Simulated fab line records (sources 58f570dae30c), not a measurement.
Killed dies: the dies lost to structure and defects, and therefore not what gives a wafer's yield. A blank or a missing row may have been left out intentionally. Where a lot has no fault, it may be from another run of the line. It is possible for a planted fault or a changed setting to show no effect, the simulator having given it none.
Chamber matching -- flow berkeley_cmos170 -- UCB170_M3_ETCH_17 on rie_diel-01 has 4 sister chambers
The step etches BARC in N2/H2. 14 wafers are shown with their chamber, then 7 later ones without.

== EACH WAFER AND ITS CHAMBER ==
wafer,chamber,drypump_motor_current_A (A),throttle_valve_pct (%),oes_product_au (a.u.)
L997.1,1,5.1,13.43,1.006
L997.3,0,5.9,13.36,1.040
L997.6,2,6.5,13.61,1.011
L998.2,0,5.9,13.34,1.040
L998.4,2,6.4,13.61,1.005
L998.6,2,6.4,13.64,1.006
L102.1,0,5.9,13.35,1.058
L102.3,1,5.1,13.43,1.011
L102.6,3,6.0,13.20,0.983
L103.1,3,6.0,13.18,0.988
L103.3,2,6.4,13.62,0.993
L103.4,0,5.9,13.34,1.042
L108.3,3,6.0,13.18,0.980
L108.4,2,6.4,13.64,1.003

SIGNATURES (means of the wafers above)
reading,chamber 0,chamber 1,chamber 2,chamber 3,scatter within a chamber
drypump_motor_current_A,5.900,5.100,6.420,6.000,0.0283
throttle_valve_pct,13.3475,13.4300,13.6240,13.1867,0.0121
oes_product_au,1.04500,1.00850,1.00360,0.98367,0.0067
Rule: a wafer lies at a distance from a chamber equal to the root of the sum of squares, over the readings, of (its reading less the chamber's mean, divided by the reading's scatter). The wafer belongs to the nearest chamber; if the next one is less than 2 further off, it can't be placed. The scatter: take each reading less its chamber's mean, square it, sum over the shown wafers, divide by the number of wafers less the number of chambers, and take the root.

== WAFERS WITH NO CHAMBER GIVEN ==
wafer,drypump_motor_current_A (A),throttle_valve_pct (%),oes_product_au (a.u.)
L108.5,5.1,13.42,0.998
L114.3,6.1,13.19,0.980
L114.4,5.1,13.43,1.016
L114.5,5.9,13.34,1.030
L117.4,6.0,13.18,0.983
L117.5,5.9,13.34,1.036
L117.6,5.0,13.41,1.004

== WHICH CHAMBER EACH ONE RAN IN ==
wafer,from the rows above,in truth
L108.5,1,1
L114.3,3,3
L114.4,1,1
L114.5,0,0
L117.4,3,3
L117.5,0,0
L117.6,1,1
Correctly placed: 7 of 7. Number that these rows cannot place: 0. 0 placed wrongly.
